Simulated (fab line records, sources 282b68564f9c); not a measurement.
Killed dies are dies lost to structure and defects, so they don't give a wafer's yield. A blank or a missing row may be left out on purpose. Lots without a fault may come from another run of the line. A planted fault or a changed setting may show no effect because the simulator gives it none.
Which tool did it? | flow rit_cmos | 14 lots, 42 wafers sampled, at 3 steps of a route of 202

WHAT THE GAUGES READ, wafer by wafer
RIT_PLDD_TW_MEAS_10.
lot  | measured    | on            | PLDD_TW
L796 | day 3 05:50 | film_metro-02 | 2369 2360 2366
L799 | day 3 19:10 | film_metro-02 | 2359 2352 2370
L800 | day 3 22:23 | film_metro-03 | 2376 2367 2375
L802 | day 4 05:01 | film_metro-04 | 2365 2367 2366
L803 | day 4 09:06 | film_metro-04 | 2366 2351 2369
L804 | day 4 17:34 | film_metro-02 | 2367 2369 2357
L808 | day 6 00:30 | film_metro-02 | 2376 2351 2352
L810 | day 6 06:46 | film_metro-02 | 2347 2347 2351
L812 | day 6 17:00 | film_metro-04 | 2344 2352 2355
L813 | day 7 00:27 | film_metro-03 | 2379 2384 2391
L814 | day 7 00:43 | film_metro-04 | 2338 2347 2343
L816 | day 7 05:22 | film_metro-03 | 2136 2144 2165
L815 | day 7 05:26 | film_metro-02 | 2374 2369 2372
L818 | day 7 18:02 | film_metro-03 | 2156 2146 2162

RIT_SDANNEAL_RS_MEAS_06: measures by four-point-probe.
lot  | measured    | on            | PLDD_RS (ohm/sq)
L796 | day 3 12:11 | film_metro-04 | 178.5 178.2 178.9
L799 | day 4 01:22 | film_metro-02 | 179.0 178.5 179.3
L800 | day 4 04:44 | film_metro-03 | 178.1 178.4 178.0
L802 | day 4 11:29 | film_metro-02 | 178.7 178.6 178.9
L803 | day 4 15:34 | film_metro-03 | 178.6 178.8 178.4
L804 | day 4 23:58 | film_metro-04 | 178.5 178.8 178.8
L808 | day 6 07:01 | film_metro-03 | 178.7 178.7 178.2
L810 | day 6 13:08 | film_metro-03 | 178.6 178.3 178.4
L812 | day 6 23:32 | film_metro-02 | 179.0 178.9 178.9
L813 | day 7 07:02 | film_metro-04 | 179.1 179.0 178.9
L814 | day 7 07:28 | film_metro-02 | 179.0 179.5 179.0
L816 | day 7 12:02 | film_metro-03 | 202.8 202.6 203.0
L815 | day 7 12:11 | film_metro-02 | 178.9 178.8 179.7
L818 | day 8 00:28 | film_metro-02 | 203.1 202.9 203.5

WHICH TOOL RAN EACH LOT (tool, then ch and the chambers of the sampled wafers, then the start)
lot  | RIT_PLDD_IMPLANT_08
L796 | implanter-01 ch 0, day 3 05:31
L799 | implanter-03 ch 0, day 3 18:52
L800 | implanter-01 ch 0, day 3 22:03
L802 | implanter-04 ch 0, day 4 04:43
L803 | implanter-01 ch 0, day 4 08:48
L804 | implanter-04 ch 0, day 4 17:15
L808 | implanter-03 ch 0, day 6 00:11
L810 | implanter-03 ch 0, day 6 06:27
L812 | implanter-01 ch 0, day 6 16:41
L813 | implanter-04 ch 0, day 7 00:10
L814 | implanter-01 ch 0, day 7 00:25
L816 | implanter-03 ch 0, day 7 05:04
L815 | implanter-01 ch 0, day 7 05:07
L818 | implanter-03 ch 0, day 7 17:43
- RIT_PLDD_IMPLANT_08

WHAT THE TOOLS THEMSELVES READ (means of the sampled wafers that have a number; where no wafer has one, the mark that the record gives instead)
RIT_PLDD_IMPLANT_08.
lot  | tool         | beam_energy_keV
L796 | implanter-01 | 20.003
L799 | implanter-03 | 20.001
L800 | implanter-01 | 19.998
L802 | implanter-04 | 19.999
L803 | implanter-01 | 19.998
L804 | implanter-04 | 20.001
L808 | implanter-03 | 20.002
L810 | implanter-03 | 20.002
L812 | implanter-01 | 20.008
L813 | implanter-04 | 20.000
L814 | implanter-01 | 19.996
L816 | implanter-03 | 13.997
L815 | implanter-01 | 20.005
L818 | implanter-03 | 14.001

THE ANSWER, worked out from the rows above alone
Rule: what is usual is taken from the lots themselves. Put in order of their means at a reading, lots are off if they are a third of the lots or fewer, leave a main group of 4 or more, and stand apart from it by a gap of 3 or more times the standard deviation of the main group's means; of several such gaps the widest counts. A main group whose means are all the same, to the digits that the tables above print for the reading, isn't used. A lot without any number at a reading at which 4 lots or more have one is off too. The other lots that the step has rows for count as sound. The gauges are gone through in route order, then the tools' own readings, and for those a lot's mean is taken as printed above. The first step at which some lot is off is used, and at that step the reading that is off furthest; a lot without a number counts as furthest.
Off: L816, L818, at RIT_PLDD_TW_MEAS_10 (PLDD_TW). The main group: mean 2362, standard deviation 11.
A tool fits if, at a process step before that reading, it ran every lot that is off, and no sound lot after the first of them. The gauges at RIT_PLDD_TW_MEAS_10 aren't tried: what is off there is off at RIT_PLDD_IMPLANT_08 too, on other tools, and a gauge's error can't cause that. One fits: implanter-03 at RIT_PLDD_IMPLANT_08. Its last sound lot is L810 (day 6 06:27), its first lot that is off L816 (day 7 05:04): a fault that began between those two fits.
The tool's own readings at RIT_PLDD_IMPLANT_08 bear it out: on the lots that are off they differ by more than 5 times the standard deviation of the sound lots' means. beam_energy_keV reads 13.999 there against 20.001 on the sound lots.

WHAT THE SIMULATOR HAD PUT IN
Process parameter drift: implanter-03, from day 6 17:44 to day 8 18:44, at RIT_PLDD_IMPLANT_08. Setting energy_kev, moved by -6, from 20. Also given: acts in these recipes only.
Lots struck among those shown: L816, L818. The rule above found the same.
